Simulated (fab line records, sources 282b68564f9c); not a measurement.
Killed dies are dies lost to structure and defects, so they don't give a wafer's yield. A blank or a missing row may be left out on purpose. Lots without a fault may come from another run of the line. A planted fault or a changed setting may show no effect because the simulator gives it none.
A struck lot beside a sound one | flow rit_cmos | 16 steps out of a route of 202
Sound: wafers L727.1, L727.3, L727.5. Struck: wafers L734.1, L734.5, L734.6. The cause comes at the end.
At each step with rows: each side's tool, then ch and its chambers, then its first start. Under that, the readings that differ: sound wafers | struck wafers | difference of the means | sigmas: that difference in standard deviations of wafers without a fault.
alike: readings whose means differ by less than 2 such deviations, and words and numbers that are the same on both sides. not compared: withheld readings, readings that some wafer has no value for, bounds like >300 that may hide the same value, and numbers for which the record gives no deviation and whose values overlap.
The two part at a step that has a row with sigmas, a row that says differs or no value, or rows on one side only. Numbers that don't overlap but have no deviation are shown without sigmas and don't part them. A reading that every wafer of one side lacks parts them only if that side has two wafers or more.

RIT_PWELL_TW_MEAS_10:
  sound on film_metro-01, day 2 23:42; struck on film_metro-01, day 4 11:50
  alike: PWELL_TW
then, 1 step without rows for these wafers: RIT_WELLDRIVE_ANNEAL_00 (time 14700 s).
RIT_WELLDRIVE_RS_MEAS_01: measures by four-point-probe.
  sound on film_metro-01, day 3 04:57; struck on film_metro-04, day 4 16:59
  alike: NWELL_RS
RIT_WELLDRIVE_RS_MEAS_02: measures by four-point-probe.
  sound on film_metro-01, day 3 05:04; struck on film_metro-04, day 4 17:06
  alike: PWELL_RS
then, 6 steps without rows for these wafers: RIT_NRETRO_HMDS_00 (prime time 60 s); RIT_NRETRO_COAT_01 (resist thk 1300 nm); RIT_NRETRO_SOFTBAKE_02 (time 60 s); RIT_NRETRO_EXPOSE_03 (exposes mask M4, target cd 43900 nm); RIT_NRETRO_PEB_04; RIT_NRETRO_DEVELOP_05 (develop time 68 s).
RIT_NRETRO_OVL_MEAS_06:
  sound on overlay-02, day 3 06:04; struck on overlay-02, day 4 18:06
  alike: NRETRO_OVL
then, 1 step without rows for these wafers: RIT_NRETRO_HARDBAKE_07 (time 120 s).
RIT_NRETRO_IMPLANT_08:
  sound on implanter-02 ch 0, day 3 06:22; struck on implanter-04 ch 0, day 4 18:23
  reading                   | sound                | struck               | difference | sigmas
  beam_energy_keV           | 70.008 70.013 70.014 | 45.495 45.520 45.504 | -24.505    | -99 or more
  model.implant.rp_nm (nm)  | 83.98 83.98 83.98    | 55.77 55.77 55.77    | -28.21     |
  model.implant.drp_nm (nm) | 33.94 33.94 33.94    | 23.6 23.6 23.6       | -10.3      |
RIT_NRETRO_STRIP_09: strips in O2, time 180 s.
  sound on plasma_asher-02 ch 1, day 3 06:31; struck on plasma_asher-04 ch 0,1, day 4 18:32
  alike: drypump_motor_current_A
  not compared: rf_hours_counter_h
RIT_NRETRO_TW_MEAS_10:
  sound on film_metro-03, day 3 06:41; struck on film_metro-01, day 4 18:56
  reading   | sound          | struck      | difference | sigmas
  NRETRO_TW | 1064 1067 1055 | 952 950 952 | -111       | -18
  not compared: hold
RIT_M1_PROBE_99:
  sound on prober-02, day 4 11:40; struck on prober-01, day 6 07:52
  alike: killed_at_contacts, killed_at_front_end, killed_dies, killed_open, killed_short

WHERE THEY PART
First at RIT_NRETRO_IMPLANT_08; last, within this record, at RIT_NRETRO_TW_MEAS_10. Later steps at which nothing parts them and some readings are alike: RIT_M1_PROBE_99.

WHY: what the simulator had put in
Process parameter drift: implanter-04, from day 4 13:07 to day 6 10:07, at RIT_NRETRO_IMPLANT_08. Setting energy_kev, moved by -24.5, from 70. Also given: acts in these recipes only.
